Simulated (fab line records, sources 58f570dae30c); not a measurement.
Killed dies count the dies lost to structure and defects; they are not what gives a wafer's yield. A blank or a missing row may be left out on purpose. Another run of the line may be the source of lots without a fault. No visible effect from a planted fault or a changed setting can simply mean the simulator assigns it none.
Which of the tools did it? ; flow berkeley_cmos170 ; 7 lots, 21 wafers sampled, at 2 steps of a route of 331

## WHAT THE GAUGES READ, wafer by wafer
UCB170_SILICIDE_RS_MEAS_02: the measuring method here is four-point-probe.
lot;measured;on;SILICIDE_TI_RS (ohm/sq)
L341;day 7 02:43;film_metro-04;27.47 27.45 27.21
L342;day 7 12:41;film_metro-04;27.15 27.18 27.08
L346;day 8 12:20;film_metro-04;27.22 27.10 27.10
L349;day 9 04:28;film_metro-01;27.55 27.43 27.72
L350;day 9 04:59;film_metro-03;27.61 27.59 27.54
L353;day 9 15:02;film_metro-03;27.25 26.99 27.56
L359;day 11 00:52;film_metro-04;27.29 27.26 26.92

## TOOL THAT RAN EACH LOT (tool first, then ch and the chambers of the sampled wafers, then the start)
lot;UCB170_PSD_STRIP_09
L341;plasma_asher-03 ch 0,1, day 6 22:52
L342;plasma_asher-02 ch 0,1, day 7 06:22
L346;plasma_asher-02 ch 1, day 8 07:44
L349;plasma_asher-01 ch 1, day 8 22:58
L350;plasma_asher-03 ch 0,1, day 8 23:22
L353;plasma_asher-02 ch 0,1, day 9 10:59
L359;plasma_asher-02 ch 0,1, day 10 20:58
- UCB170_PSD_STRIP_09: strips in O2.

## THE ANSWER, worked out from the rows above alone
Rule: the usual values come from the lots themselves. The widest of any qualifying gaps counts: lots, ordered by their means at a reading, are off when they make up no more than a third of the lots, leave a main group of 4 or more, and stand apart from it by 3 or more times the standard deviation of that group's means. Not used: any main group whose means are identical at the precision the tables above print for the reading. A lot without any number at a reading at which 4 lots or more have one is off too. The other lots that the step has rows for count as sound.
No lot is off on any of the readings shown, so nothing can be concluded from this.

## WHAT THE SIMULATOR HAD INSERTED
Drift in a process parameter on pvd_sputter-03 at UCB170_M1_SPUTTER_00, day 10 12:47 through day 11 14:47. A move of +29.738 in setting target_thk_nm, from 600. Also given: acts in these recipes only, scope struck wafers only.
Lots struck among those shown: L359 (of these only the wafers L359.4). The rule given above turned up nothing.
